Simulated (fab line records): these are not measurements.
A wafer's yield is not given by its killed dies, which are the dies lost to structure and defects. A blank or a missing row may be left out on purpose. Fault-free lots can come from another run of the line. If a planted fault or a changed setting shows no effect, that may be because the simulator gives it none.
Split-lot study / flow berkeley cmos170 / 5 lots, 23 wafers read, on a route of 331 steps

ABOUT THE SPLIT
At UCB170_M3_PEB_13, the setting peb temp c was moved away from the recipe's 130 C on 5 of the 23 wafers read, by -2.4% to +0.8%. This setting was run at the recipe's value on the other wafers.

FROM THE SPLIT TO THE READING: what the file shows between them, 5 steps
- UCB170_M3_DEVELOP_14: develop time 45 s
- UCB170_M3_CD_MEAS_15: target cd 700 nm
- UCB170_M3_ETCH_17: etches BARC in N2/H2
- UCB170_M3_METAL_ETCH_18: etches Al in Cl2/BCl3, stops on SiO2, target depth 1170 nm, time 195 s (also split here: pressure mtorr)
- UCB170_M3_STRIP_19: strips in O2

THE READING
cd nm at UCB170_M3_CD_MEAS_90, given in nm (cd target 700 nm). Typical for fault-free wafers on this fab line: 702 nm, with standard deviation 4 nm.

wafer=L076.1; tool, chamber at the split=litho track-01, 0; peb temp c as run, C=126.9; against the recipe=-2.4%; cd nm, nm=721; against lot-mates on the recipe=+21
wafer=L076.2; tool, chamber at the split=litho track-01, 0; peb temp c as run, C=130; against the recipe=recipe; cd nm, nm=703; against lot-mates on the recipe=-
wafer=L076.3; tool, chamber at the split=litho track-01, 0; peb temp c as run, C=130; against the recipe=recipe; cd nm, nm=697; against lot-mates on the recipe=-
wafer=L076.5; tool, chamber at the split=litho track-01, 0; peb temp c as run, C=126.9; against the recipe=-2.4%; cd nm, nm=721; against lot-mates on the recipe=+21
wafer=L076.6; tool, chamber at the split=litho track-01, 0; peb temp c as run, C=126.9; against the recipe=-2.4%; cd nm, nm=726; against lot-mates on the recipe=+26
wafer=L074.1; tool, chamber at the split=litho track-01, 0; peb temp c as run, C=130; against the recipe=recipe; cd nm, nm=705; against lot-mates on the recipe=-
wafer=L074.2; tool, chamber at the split=litho track-01, 0; peb temp c as run, C=130; against the recipe=recipe; cd nm, nm=706; against lot-mates on the recipe=-
wafer=L074.3; tool, chamber at the split=litho track-01, 0; peb temp c as run, C=130; against the recipe=recipe; cd nm, nm=702; against lot-mates on the recipe=-
wafer=L074.4; tool, chamber at the split=litho track-01, 0; peb temp c as run, C=130; against the recipe=recipe; cd nm, nm=704; against lot-mates on the recipe=-
wafer=L074.5; tool, chamber at the split=litho track-01, 0; peb temp c as run, C=130; against the recipe=recipe; cd nm, nm=705; against lot-mates on the recipe=-
wafer=L079.1; tool, chamber at the split=litho track-01, 0; peb temp c as run, C=130; against the recipe=recipe; cd nm, nm=707; against lot-mates on the recipe=-
wafer=L079.2; tool, chamber at the split=litho track-01, 0; peb temp c as run, C=130; against the recipe=recipe; cd nm, nm=705; against lot-mates on the recipe=-
wafer=L079.3; tool, chamber at the split=litho track-01, 0; peb temp c as run, C=130; against the recipe=recipe; cd nm, nm=703; against lot-mates on the recipe=-
wafer=L079.4; tool, chamber at the split=litho track-01, 0; peb temp c as run, C=131.1; against the recipe=+0.8%; cd nm, nm=700; against lot-mates on the recipe=-5
wafer=L079.6; tool, chamber at the split=litho track-01, 0; peb temp c as run, C=131.1; against the recipe=+0.8%; cd nm, nm=700; against lot-mates on the recipe=-5
wafer=L083.2; tool, chamber at the split=litho track-04, 0; peb temp c as run, C=130; against the recipe=recipe; cd nm, nm=706; against lot-mates on the recipe=-
wafer=L083.3; tool, chamber at the split=litho track-04, 0; peb temp c as run, C=130; against the recipe=recipe; cd nm, nm=707; against lot-mates on the recipe=-
wafer=L083.4; tool, chamber at the split=litho track-04, 0; peb temp c as run, C=130; against the recipe=recipe; cd nm, nm=701; against lot-mates on the recipe=-
wafer=L083.5; tool, chamber at the split=litho track-04, 0; peb temp c as run, C=130; against the recipe=recipe; cd nm, nm=705; against lot-mates on the recipe=-
wafer=L083.6; tool, chamber at the split=litho track-04, 0; peb temp c as run, C=130; against the recipe=recipe; cd nm, nm=702; against lot-mates on the recipe=-
wafer=L082.1; tool, chamber at the split=litho track-04, 0; peb temp c as run, C=130; against the recipe=recipe; cd nm, nm=705; against lot-mates on the recipe=-
wafer=L082.2; tool, chamber at the split=litho track-04, 0; peb temp c as run, C=130; against the recipe=recipe; cd nm, nm=704; against lot-mates on the recipe=-
wafer=L082.6; tool, chamber at the split=litho track-04, 0; peb temp c as run, C=130; against the recipe=recipe; cd nm, nm=706; against lot-mates on the recipe=-

FIT RESULTS
A straight line over all 23 wafers: cd nm changes by -7.48 nm for each +1% of peb temp c; r = -0.94; the points scatter about the line by 2.5 nm.
The same after taking each lot's own level away (the mean of its wafers on the recipe; 23 wafers): -9.12 nm for each +1%; r = -0.97; scatter 2.1 nm.
Per that fit: largest peb temp c move, reading shift of 22 nm.
From 700.0 to 705.0 nm: that is the span of the lots' own levels, equal to 1.2 times the standard deviation above.
So the lot-to-lot level changes the slope: the two fits differ.
Check: for one of the wafers moved furthest among these (-2.4%), held out of the fit, the line's prediction against its lot-mates is +22.6 nm. It came out at +21 nm against them.

THESE WAFERS: OTHER SPLITS
Other splits were also applied to these wafers ahead of the reading. Each is held against what the fit with the lots' levels taken away leaves over:
other split on the same wafers=UCB170_M3_METAL_ETCH_18 pressure mtorr; wafers away from the commonest value=15; r with cd nm (lot level and that fit taken away)=-0.18

THE WHOLE CHAIN: every reading that the file lists as answering this split, in the file's order
step=UCB170_M3_CD_MEAS_15; what it does=target cd 700 nm; reading=cd nm; change (the file's fit)=-9.84 nm for each +1% of the setting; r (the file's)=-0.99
step=UCB170_M3_ETCH_17; what it does=etches BARC in N2/H2; reading=M3.cd nm (the simulator's own value, which no gauge read); change (the file's fit)=-9.67 nm for each +1% of the setting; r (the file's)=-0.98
step=UCB170_M3_METAL_ETCH_18; what it does=etches Al in Cl2/BCl3, stops on SiO2, target depth 1170 nm, time 195 s; reading=M3.cd nm (the simulator's own value, which no gauge read); change (the file's fit)=-9.29 nm for each +1% of the setting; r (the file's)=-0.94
step=UCB170_M3_CD_MEAS_90; what it does=target cd 700 nm; reading=cd nm; change (the file's fit)=-9.26 nm for each +1% of the setting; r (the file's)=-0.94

THE FILE'S OWN FIT
cd nm changes by -9.26 nm for each +1% of peb temp c, r = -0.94.
